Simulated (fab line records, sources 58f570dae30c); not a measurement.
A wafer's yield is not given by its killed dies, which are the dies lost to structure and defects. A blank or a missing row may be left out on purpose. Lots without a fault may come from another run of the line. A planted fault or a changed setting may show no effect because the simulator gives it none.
The tool behind it: which one?    flow berkeleyCmos170    14 lots with 42 wafers sampled at 4 steps, on a route of 331 steps

== WHAT THE GAUGES READ, wafer by wafer ==
UCB170_M3_BOW_MEAS_20. Usual: for M3_BOW the level is 35 um and the standard deviation is 6.8.
lot   measured      on            M3_BOW (um)  flag
L867  day 8 09:22   filmMetro-03  39 40 38     
L868  day 9 00:00   filmMetro-02  24 40 40     
L869  day 9 08:24   filmMetro-03  27 28 31     
L870  day 9 13:04   filmMetro-03  40 29 39     
L873  day 10 08:56  filmMetro-04  44 43 26     
L874  day 10 09:41  filmMetro-04  29 23 22     
L876  day 10 19:55  filmMetro-03  42 38 48     
L883  day 12 01:55  filmMetro-02  35 35 43     
L882  day 11 20:44  filmMetro-03  42 38 44     
L881  day 12 02:08  filmMetro-03  33 48 47     
L884  day 12 11:46  filmMetro-04  32 29 29     
L889  day 12 22:06  filmMetro-03  27 30 35     
L888  day 13 03:29  filmMetro-04  27 21 32     
L890  day 13 20:33  filmMetro-03  33 28 35     

== TOOL THAT RAN EACH LOT (tool first, then ch and the chambers of the sampled wafers, then the start) ==
lot   UCB170_CONTACT_ETCH_18             UCB170_V1_ETCH_14                  UCB170_M2_STRIP_07
L867  rieDiel-03 ch 0,2, day 7 15:00     rieDiel-03 ch 1,2, day 8 00:47     plasmaAsher-02 ch 0, day 8 02:02
L868  rieDiel-03 ch 1,2,3, day 8 09:00   rieDiel-03 ch 2,3, day 8 15:32     plasmaAsher-02 ch 0,1, day 8 16:43
L869  rieDiel-04 ch 0,2,3, day 8 17:00   rieDiel-03 ch 1,2,3, day 8 23:25   plasmaAsher-03 ch 0,1, day 9 00:35
L870  rieDiel-02 ch 0,1,2, day 8 19:00   rieDiel-04 ch 0,1,3, day 9 03:20   plasmaAsher-02 ch 0,1, day 9 04:46
L873  rieDiel-03 ch 0,1,2, day 9 15:00   rieDiel-03 ch 1,2, day 9 23:16     plasmaAsher-01 ch 1, day 10 00:26
L874  rieDiel-02 ch 0,1,3, day 9 15:00   rieDiel-01 ch 1,2,3, day 9 23:28   plasmaAsher-03 ch 0,1, day 10 00:42
L876  rieDiel-03 ch 1,2, day 9 23:00     rieDiel-03 ch 0,3, day 10 08:51    plasmaAsher-01 ch 0,1, day 10 10:04
L883  rieDiel-02 ch 1,2,3, day 11 03:00  rieDiel-04 ch 1,2,3, day 11 11:28  plasmaAsher-02 ch 0,1, day 11 13:19
L882  rieDiel-04 ch 1,2,3, day 11 03:00  rieDiel-03 ch 1,2, day 11 11:02    plasmaAsher-02 ch 0,1, day 11 12:35
L881  rieDiel-02 ch 1,2,3, day 11 04:00  rieDiel-01 ch 0,2,3, day 11 12:19  plasmaAsher-02 ch 0,1, day 11 14:00
L884  rieDiel-02 ch 1,2, day 11 18:00    rieDiel-03 ch 0,3, day 12 02:44    plasmaAsher-01 ch 0,1, day 12 03:55
L889  rieDiel-04 ch 0,2,3, day 12 05:00  rieDiel-01 ch 1,2,3, day 12 12:13  plasmaAsher-03 ch 0,1, day 12 13:28
L888  rieDiel-02 ch 1,2,3, day 12 08:00  rieDiel-04 ch 2,3, day 12 17:43    plasmaAsher-02 ch 0,1, day 12 19:03
L890  rieDiel-02 ch 0,1,2, day 13 04:00  rieDiel-04 ch 0,1, day 13 11:01    plasmaAsher-02 ch 0,1, day 13 12:18
- UCB170_CONTACT_ETCH_18: etches PSG in CHF3/CF4/Ar, stops on TiSi2, target depth 840 nm, time 195 s.
- UCB170_V1_ETCH_14: etches SiO2 in CHF3/CF4/Ar, stops on Al, target depth 1250 nm, time 291 s.
- UCB170_M2_STRIP_07: strips in O2.

== WHAT THE TOOLS THEMSELVES READ (means of the sampled wafers that have a number; where no wafer has one, the mark that the record gives instead) ==
UCB170_CONTACT_ETCH_18. Usual: drypumpMotorCurrentA 5.59 A, standard deviation 0.26; oesProductAu 0.900 a.u., standard deviation 0.012; throttleValvePct 6.89 %, standard deviation 0.13.
lot   tool        drypumpMotorCurrentA (A)  oesProductAu (a.u.)  throttleValvePct (%)  flag
L867  rieDiel-03  5.70                      0.896                6.96                  
L868  rieDiel-03  5.63                      0.906                6.91                  
L869  rieDiel-04  5.27                      0.911                6.89                  
L870  rieDiel-02  5.72                      0.900                6.87                  
L873  rieDiel-03  5.47                      0.895                7.01                  
L874  rieDiel-02  5.81                      0.897                6.89                  
L876  rieDiel-03  5.44                      0.908                7.08                  
L883  rieDiel-02  5.79                      0.892                6.87                  
L882  rieDiel-04  5.37                      0.891                6.88                  
L881  rieDiel-02  5.80                      0.895                6.87                  
L884  rieDiel-02  5.79                      0.891                6.86                  
L889  rieDiel-04  5.27                      0.899                6.89                  
L888  rieDiel-02  5.81                      0.886                6.87                  
L890  rieDiel-02  5.72                      0.892                6.87                  

UCB170_V1_ETCH_14. Usual: drypumpMotorCurrentA 5.51 A, standard deviation 0.27; oesProductAu 0.881 a.u., standard deviation 0.012; throttleValvePct 6.93 %, standard deviation 0.16.
lot   tool        drypumpMotorCurrentA (A)  oesProductAu (a.u.)  throttleValvePct (%)  flag
L867  rieDiel-03  5.66                      0.891                7.07                  
L868  rieDiel-03  5.82                      0.890                6.90                  
L869  rieDiel-03  5.60                      0.892                6.93                  
L870  rieDiel-04  5.45                      0.876                6.88                  
L873  rieDiel-03  5.66                      0.887                7.07                  
L874  rieDiel-01  5.57                      0.869                6.84                  
L876  rieDiel-03  5.47                      0.887                6.84                  
L883  rieDiel-04  5.36                      0.881                6.89                  
L882  rieDiel-03  5.66                      0.889                7.06                  
L881  rieDiel-01  5.70                      0.867                6.99                  
L884  rieDiel-03  5.49                      0.886                6.83                  
L889  rieDiel-01  5.58                      0.870                6.84                  
L888  rieDiel-04  5.21                      0.887                6.90                  
L890  rieDiel-04  5.61                      0.870                6.87                  

UCB170_M2_STRIP_07. Usual: drypumpMotorCurrentA 6.0 A, standard deviation 0.37; oesProductAu 0.735 a.u., standard deviation 0.0046; stripTimeToEndpointS 21.97 s, standard deviation 0.063.
lot   tool            drypumpMotorCurrentA (A)  oesProductAu (a.u.)  stripTimeToEndpointS (s)  flag
L867  plasmaAsher-02  6.3                       0.739                22.05                     
L868  plasmaAsher-02  6.3                       0.734                21.97                     
L869  plasmaAsher-03  5.4                       0.738                21.90                     
L870  plasmaAsher-02  6.3                       0.732                21.95                     
L873  plasmaAsher-01  6.3                       0.738                21.99                     
L874  plasmaAsher-03  5.6                       0.732                22.02                     
L876  plasmaAsher-01  6.2                       0.732                21.92                     
L883  plasmaAsher-02  6.3                       0.736                21.97                     
L882  plasmaAsher-02  6.3                       0.736                21.99                     
L881  plasmaAsher-02  6.2                       0.738                21.94                     
L884  plasmaAsher-01  6.2                       0.733                21.89                     
L889  plasmaAsher-03  5.6                       0.730                21.94                     
L888  plasmaAsher-02  6.2                       0.735                21.95                     
L890  plasmaAsher-02  6.3                       0.739                21.89                     

== THE ANSWER, worked out from the rows above alone ==
Rule: a lot counts as off when the mean over its wafers that have a number is more than 3 standard deviations away from the usual mean. A lot without any number at a reading at which 4 lots or more have one is off too. Where the step has rows for the other lots, those lots are counted as sound. Order of review: gauges by route order, followed by the tools' own readings, for which a lot's mean as printed above is used. At the first step where some lot is off, the reading lying furthest off is the one used; lots without a number count as furthest.
Nothing can be told from this: no lot is off at any reading shown.

== WHAT THE SIMULATOR HAD INSERTED ==
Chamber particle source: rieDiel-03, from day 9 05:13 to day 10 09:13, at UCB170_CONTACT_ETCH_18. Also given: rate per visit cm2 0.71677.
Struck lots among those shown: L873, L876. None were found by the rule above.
